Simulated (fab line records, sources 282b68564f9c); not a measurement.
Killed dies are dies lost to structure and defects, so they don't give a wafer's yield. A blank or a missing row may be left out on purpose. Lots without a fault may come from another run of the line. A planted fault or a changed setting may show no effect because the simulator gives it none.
A struck lot beside a sound one | flow rit_cmos | 15 steps out of a route of 202
Sound: wafers L284.1, L284.3, L284.5. Struck: wafers L287.1, L287.2, L287.5. The cause comes at the end.
At each step with rows: each side's tool, then ch and its chambers, then its first start. Under that, the readings that differ: sound wafers | struck wafers | difference of the means | sigmas: that difference in standard deviations of wafers without a fault.
alike: readings whose means differ by less than 2 such deviations, and words and numbers that are the same on both sides. not compared: withheld readings, readings that some wafer has no value for, bounds like >300 that may hide the same value, and numbers for which the record gives no deviation and whose values overlap.
The two part at a step that has a row with sigmas, a row that says differs or no value, or rows on one side only. Numbers that don't overlap but have no deviation are shown without sigmas and don't part them. A reading that every wafer of one side lacks parts them only if that side has two wafers or more.

RIT_CONTACT_CVD_00: deposits SiO2 from TEOS, target thk 400 nm, time 61 s.
  sound on pecvd-04 ch 0,1,2, day 3 21:27; struck on pecvd-04 ch 0,1,2, day 4 13:25
  alike: heater_power_w
RIT_CONTACT_THK_MEAS_01:
  sound on film_metro-01, day 3 21:31; struck on film_metro-04, day 4 13:28
  alike: CONTACT_TEOS_THK
then, 6 steps without rows for these wafers: RIT_CONTACT_HMDS_02 (prime time 60 s); RIT_CONTACT_COAT_03 (resist thk 1000 nm); RIT_CONTACT_SOFTBAKE_04 (time 60 s); RIT_CONTACT_EXPOSE_05 (exposes mask M11, target cd 1000 nm); RIT_CONTACT_PEB_06; RIT_CONTACT_DEVELOP_07 (develop time 125.5 s).
RIT_CONTACT_CD_MEAS_08: target cd 1000 nm.
  sound on cd_sem-02, day 3 22:32; struck on cd_sem-02, day 4 14:29
  alike: cd_nm
RIT_CONTACT_OVL_MEAS_09:
  sound on overlay-02, day 3 22:39; struck on overlay-02, day 4 14:37
  alike: CONTACT_OVL
then, 1 step without rows for these wafers: RIT_CONTACT_HARDBAKE_10 (time 60 s).
RIT_CONTACT_ETCH_11: etches SiO2 in CHF3/CF4/Ar, stops on TiSi2, target depth 480 nm, time 320 s.
  sound on rie_diel-03 ch 0,2, day 3 22:50; struck on rie_diel-03 ch 0,1,2, day 4 14:48
  alike: drypump_motor_current_A, oes_product_au, throttle_valve_pct
  not compared: rf_hours_counter_h
RIT_CONTACT_STRIP_12: strips in O2, time 180 s.
  sound on plasma_asher-03 ch 0,1, day 3 23:02; struck on plasma_asher-02 ch 0,1, day 4 14:59
  no value came back on the struck wafers for chamber_pressure_mTorr (mTorr), drypump_motor_current_A (A); on the sound wafers chamber_pressure_mTorr (mTorr) reads 4001 4001 3996
  reading                                      | sound | struck            | difference | sigmas
  model.NOVOLAK_of_CONTACT_COAT_03.thk_nm (nm) | 0 0 0 | 764.7 770.7 769.1 | +768.2     |
  not compared: rf_hours_counter_h
RIT_CONTACT_CD_MEAS_90: target cd 1000 nm.
  sound on cd_sem-02, day 3 23:13; struck on cd_sem-01, day 4 15:10
  alike: cd_nm
RIT_M1_PROBE_99:
  sound on prober-01, day 4 03:55; struck on prober-02, day 4 19:47
  reading            | sound  | struck      | difference | sigmas
  killed_at_M0_to_M3 | 0 0 0  | 257 256 255 | +256       | +99 or more
  killed_at_contacts | 0 0 0  | 1 0 0       | +0         | +2
  killed_dies        | 7 10 6 | 264 264 264 | +256       | +95
  killed_on_rim      | 1 3 3  | 70 70 70    | +68        | +56
  alike: killed_at_front_end, killed_open, killed_short

WHERE THEY PART
First at RIT_CONTACT_STRIP_12; last, within this record, at RIT_M1_PROBE_99.

WHY: what the simulator had put in
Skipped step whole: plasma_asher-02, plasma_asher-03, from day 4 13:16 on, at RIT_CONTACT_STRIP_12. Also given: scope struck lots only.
